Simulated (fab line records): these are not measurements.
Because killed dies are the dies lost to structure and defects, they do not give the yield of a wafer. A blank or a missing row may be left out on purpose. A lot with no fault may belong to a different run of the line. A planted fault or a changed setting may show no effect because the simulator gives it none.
A lot that was struck, set against a sound lot | flow ritCmos | 22 steps out of a route of 202
Sound: these wafers, L361.1, L361.3, L361.5. Wafers struck: L366.2, L366.4, L366.5. The cause comes at the end.
Each step with rows lists, per side, the tool, then ch with its chambers, then its first start. Under that, the readings that differ: sound wafers | struck wafers | difference of the means | sigmas: that difference in standard deviations of wafers without a fault.
alike: readings with means less than 2 such deviations apart, plus words and numbers identical on both sides. not compared: withheld readings, readings lacking a value on some wafer, bounds such as >300 that could conceal the same value, and numbers that have no deviation in the record and whose values overlap.
The two part at a step that has a row with sigmas, a row that says differs or no value, or rows on one side only. When numbers do not overlap yet have no deviation, they are printed without sigmas and do not part them. Lack of a reading on every wafer of one side parts them only where that side has two or more wafers.

first, 2 steps without rows for these wafers: RIT_NSD_HARDBAKE_07 (time 60 s); RIT_NSD_IMPLANT_08.
RIT_NSD_STRIP_09: strips in O2, time 180 s.
  sound on plasmaAsher-04 ch 0,1, day 3 17:47; struck on plasmaAsher-02 ch 0,1, day 4 21:32
  alike: drypumpMotorCurrentA
  not compared: rfHoursCounterH
RIT_NSD_TW_MEAS_10:
  sound: filmMetro-03 at day 3 17:58; struck: filmMetro-03 at day 4 21:43
  alike: NSD_TW
then, 6 steps without rows for these wafers: RIT_PSD_HMDS_00 (prime time 60 s); RIT_PSD_COAT_01 (resist thk 1000 nm); RIT_PSD_SOFTBAKE_02 (time 60 s); RIT_PSD_EXPOSE_03 (exposes mask M10, target cd 40900 nm); RIT_PSD_PEB_04; RIT_PSD_DEVELOP_05 (develop time 50 s).
RIT_PSD_OVL_MEAS_06:
  sound: overlay-01 at day 3 18:52; struck: overlay-01 at day 4 22:51
reading      | sound          | struck        | difference | sigmas
PSD_OVL (nm) | -3.5 -3.2 -3.7 | -0.4 -0.7 1.3 | +3.5       | +3
then, 1 step without rows for these wafers: RIT_PSD_HARDBAKE_07 (time 60 s).
RIT_PSD_IMPLANT_08:
  sound on implanter-02 ch 0, day 3 19:17; struck on implanter-02 ch 0, day 4 23:04
reading          | sound                         | struck                       | difference | sigmas
beamOnS (s)      | 12.5 12.6 12.5                | 10.5 10.0 10.1               | -2.3       | -3
doseIonsCm2      | 4.991e+15 4.999e+15 5.009e+15 | 2.707e+15 2.69e+15 2.698e+15 | -2.301e+15 | -99 or more
faradayCurrentUA | 12164 12207 12278             | 7878 8394 8323               | -4018      | -6
RIT_PSD_STRIP_09: strips in O2, time 180 s.
  sound on plasmaAsher-01 ch 0,1, day 3 19:26; struck on plasmaAsher-02 ch 0,1, day 4 23:11
  alike: drypumpMotorCurrentA
  not compared: rfHoursCounterH
RIT_PSD_TW_MEAS_10:
  sound: filmMetro-02 at day 3 19:37; struck: filmMetro-02 at day 4 23:22
reading | sound          | struck         | difference | sigmas
PSD_TW  | 3390 3401 3370 | 3148 3147 3134 | -244       | -7
then, 3 steps without rows for these wafers: RIT_SDANNEAL_CLEAN_00 (cleans in SC1, time 600 s); RIT_SDANNEAL_CLEAN_01 (cleans in dHF, time 30 s); RIT_SDANNEAL_CLEAN_02 (cleans in SC2, time 600 s).
RIT_SDANNEAL_RTA_03: time 5 s.
  sound on rtpAnneal-02 ch 0, day 3 20:24; struck on rtpAnneal-01 ch 0, day 4 23:48
  alike: wafer_temp_C_max
RIT_SDANNEAL_RS_MEAS_04: measurement is done with a four-point probe.
  sound: filmMetro-04 at day 3 20:28; struck: filmMetro-04 at day 4 23:52
reading         | sound                | struck               | difference | sigmas
PSD_RS (ohm/sq) | 116.17 116.15 116.43 | 124.38 124.41 124.48 | +8.17      | +31
RIT_SDANNEAL_RS_MEAS_05: measurement is done with a four-point probe.
  sound: filmMetro-04 at day 3 20:35; struck: filmMetro-04 at day 4 23:59
  alike: NSD_RS
RIT_M1_PROBE_99:
  sound: prober-01 at day 4 03:55; struck: prober-02 at day 5 07:16
reading                             | sound                   | struck                  | difference | sigmas
model.etest.pmos_0p3.rOnOhmUm       | 6382 6445 6356          | 6555 6580 6552          | +168       | 
model.etest.contactPplus.endOhmUm   | 42.78 41.39 41.5        | 55.22 54.85 54.55       | +12.98     | 
model.etest.ppolyLine.rsOhmSq       | 17.29 17.15 17.47       | 17.6 17.6 17.76         | +0.4       | 
model.etest.vpnp.gain               | 1.096 1.105 1.099       | 0.9096 0.918 0.9291     | -0.1811    | 
model.etest.pmos_0p15.toxInvNm (nm) | 4.068 4.048 4.056       | 4.164 4.172 4.138       | +0.101     | 
model.etest.diodePplusComb.cjFfUm2  | 1.991 2 1.996           | 1.94 1.95 1.948         | -0.05      | 
model.etest.diodePplusNwell.cjFfUm2 | 1.702 1.691 1.681       | 1.642 1.63 1.644        | -0.053     | 
model.etest.pmos_0p3.vtSatV (V)     | -0.4974 -0.4958 -0.4968 | -0.5133 -0.5128 -0.5104 | -0.0155    | 
  alike: killedAtFrontEnd, killedDies, killedOpen, killedShort

## WHERE THEY PART
Last at RIT_SDANNEAL_RS_MEAS_04 as far as this record goes, first at RIT_PSD_OVL_MEAS_06. Later steps at which nothing parts them and some readings are alike: RIT_SDANNEAL_RS_MEAS_05, RIT_M1_PROBE_99.

WHY: what had been put in by the simulator
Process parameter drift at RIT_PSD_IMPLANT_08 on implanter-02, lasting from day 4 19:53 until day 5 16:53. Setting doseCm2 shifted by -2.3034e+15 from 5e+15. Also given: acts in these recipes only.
